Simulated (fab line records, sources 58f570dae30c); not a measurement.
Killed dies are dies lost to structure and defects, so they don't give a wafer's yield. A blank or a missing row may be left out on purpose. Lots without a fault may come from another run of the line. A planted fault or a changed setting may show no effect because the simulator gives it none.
Chamber matching | flow berkeley_cmos170 | UCB170_V2_ETCH_14 on rie_diel-03: 4 sister chambers
The step etches SiO2 in CHF3/CF4/Ar, stops on Al, target depth 1250 nm, time 291 s. 4 wafers are shown with their chamber, then 8 later ones without.

WAFERS WITH THEIR CHAMBER
wafer  | chamber | throttle_valve_pct (%)
L082.4 | 3       | 6.76
L083.1 | 0       | 6.89
L088.6 | 2       | 6.98
L089.2 | 1       | 6.94

WAFERS WITHOUT THEIR CHAMBER
wafer  | throttle_valve_pct (%)
L089.4 | 6.75
L089.6 | 6.89
L093.2 | 6.91
L093.3 | 6.97
L093.4 | 6.75
L095.3 | 6.75
L095.4 | 6.94
L095.5 | 6.89

WHICH CHAMBER EACH WENT THROUGH
wafer  | from the rows above     | in truth
L089.4 | 3                       | 3
L089.6 | 0                       | 0
L093.2 | can't be placed: 0 or 1 | 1
L093.3 | can't be placed: 2 or 1 | 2
L093.4 | 3                       | 3
L095.3 | 3                       | 3
L095.4 | 1                       | 1
L095.5 | 0                       | 0
Placed correctly: 6 of 8. Can't be placed from these rows: 2 (the true chamber is among the candidates in 2). Placed wrongly: 0.
How it was worked out, from the rows above alone: a wafer's distance from a chamber is the root of the sum, over the readings, of the square of ((its reading less the chamber's mean) divided by the reading's scatter). The wafer belongs to the nearest chamber; if the next one is less than 2 further off, it can't be placed. A chamber's mean is the mean of its shown wafers. The scatter: with one shown wafer a chamber, the root of the mean of the squares of how far each hidden wafer lies from its nearest shown one.
